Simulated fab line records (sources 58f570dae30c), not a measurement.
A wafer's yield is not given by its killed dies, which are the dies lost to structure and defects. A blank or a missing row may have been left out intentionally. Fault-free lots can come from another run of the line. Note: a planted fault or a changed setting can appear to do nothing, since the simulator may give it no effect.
Check of tool commonality    flow berkeley_cmos170    Lots sampled 14, wafers sampled 38

THE REASON FOR OPENING IT
At UCB170_M1_CD_MEAS_90 the reading cd_nm is flagged on 2 of 14 lots. No-fault wafers: 701.9 nm, standard deviation 2.8.
Rule: a lot is flagged when every wafer of it that has a number lies more than 4 standard deviations from that mean, or none has a number. All remaining lots are regarded as sound.

lot   measured      on         cd_nm (nm), wafer by wafer  flag
L139  day 7 00:29   cd_sem-02  702.1 699.6 701.5           
L142  day 7 08:50   cd_sem-02  704.0 703.1 700.0           
L141  day 7 09:17   cd_sem-01  702.7 698.8 699.9           
L140  day 7 10:23   cd_sem-02  705.2 704.9 704.3           
L143  day 8 01:26   cd_sem-02  699.5 698.8 700.7           
L145  day 8 12:02   cd_sem-02  704.5 703.2 702.1           
L146  day 8 19:41   cd_sem-01  700.2 698.7 701.2           
L151  day 9 08:16   cd_sem-01  706.6 701.3 698.3           
L150  day 9 08:26   cd_sem-02  697.3 701.2 696.8           
L155  day 10 11:45  cd_sem-02  700.8 703.4 701.8           
L154  day 10 12:43  cd_sem-01  700.1 699.9 698.2           
L157  day 11 01:26  cd_sem-01  715.2                       FLAGGED
L160  day 11 20:16  cd_sem-01  714.3                       FLAGGED
L162  day 12 06:12  cd_sem-01  705.9 705.1 705.0           
The numbers of the flagged lots are 714.8 nm on average: +12.9 nm against the usual, or +5 standard deviations.

LOT BY LOT: THE TOOL USED
The record holds 1 process step before the reading, out of a route of 331 steps. Read each cell as the tool, then ch plus the chambers that the sampled wafers visited, then the start.
lot   flag     UCB170_M1_METAL_ETCH_12
L139           rie_metal-04 ch 0,1, day 7 00:14
L142           rie_metal-04 ch 0,1, day 7 08:35
L141           rie_metal-01 ch 1, day 7 08:58
L140           rie_metal-02 ch 1, day 7 10:10
L143           rie_metal-01 ch 1, day 8 01:11
L145           rie_metal-04 ch 0,1, day 8 11:49
L146           rie_metal-02 ch 0,1, day 8 19:26
L151           rie_metal-02 ch 0,1, day 9 08:02
L150           rie_metal-01 ch 0,1, day 9 08:12
L155           rie_metal-04 ch 0,1, day 10 11:29
L154           rie_metal-01 ch 0,1, day 10 12:29
L157  FLAGGED  rie_metal-04 ch 1, day 11 01:11
L160  FLAGGED  rie_metal-04 ch 1, day 11 20:02
L162           rie_metal-02 ch 0, day 12 05:57
What these steps do:
- UCB170_M1_METAL_ETCH_12: etches Al in Cl2/BCl3, stops on PSG, target depth 780 nm, time 130 s.
- UCB170_M1_CD_MEAS_90: target cd 700 nm.

FLAGGED OVER TOTAL, TOOL BY TOOL (the gauges that took the reading come last)
step                     tool          lots run  flagged  share of the flagged lots  sound lots run after its first flagged lot
UCB170_M1_METAL_ETCH_12  rie_metal-01  4         0        none                       -
UCB170_M1_METAL_ETCH_12  rie_metal-02  4         0        none                       -
UCB170_M1_METAL_ETCH_12  rie_metal-04  6         2        all                        0
UCB170_M1_CD_MEAS_90     cd_sem-01     7         2        all                        1 (L162)
UCB170_M1_CD_MEAS_90     cd_sem-02     7         0        none                       -

THE TABLE: WHAT IT ALLOWS
Table rows that saw every flagged lot: 2, namely rie_metal-04 at UCB170_M1_METAL_ETCH_12 and cd_sem-01 at UCB170_M1_CD_MEAS_90.
- rie_metal-04 at UCB170_M1_METAL_ETCH_12: 2 of its 6 lots flagged. It ran its last sound lot, L155, at day 10 11:29 and its first flagged lot, L157, at day 11 01:11: a fault with its onset between the two fits. Its own readings lie more than 4 standard deviations out on every wafer of the flagged lots: oes_product_au, run_length_s.
- cd_sem-01 at UCB170_M1_CD_MEAS_90: 2 of its 7 lots flagged. Sound lots ran on it after the first flagged one (L162), which a lasting fault on the whole tool wouldn't allow.
Left over: one tool, rie_metal-04 at UCB170_M1_METAL_ETCH_12.

WHAT THE SIMULATOR HAD INSERTED
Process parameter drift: rie_metal-04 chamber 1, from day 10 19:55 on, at UCB170_M1_METAL_ETCH_12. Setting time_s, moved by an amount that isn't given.
Struck lots among those shown: L157, L160. This agrees with what the rule above found.
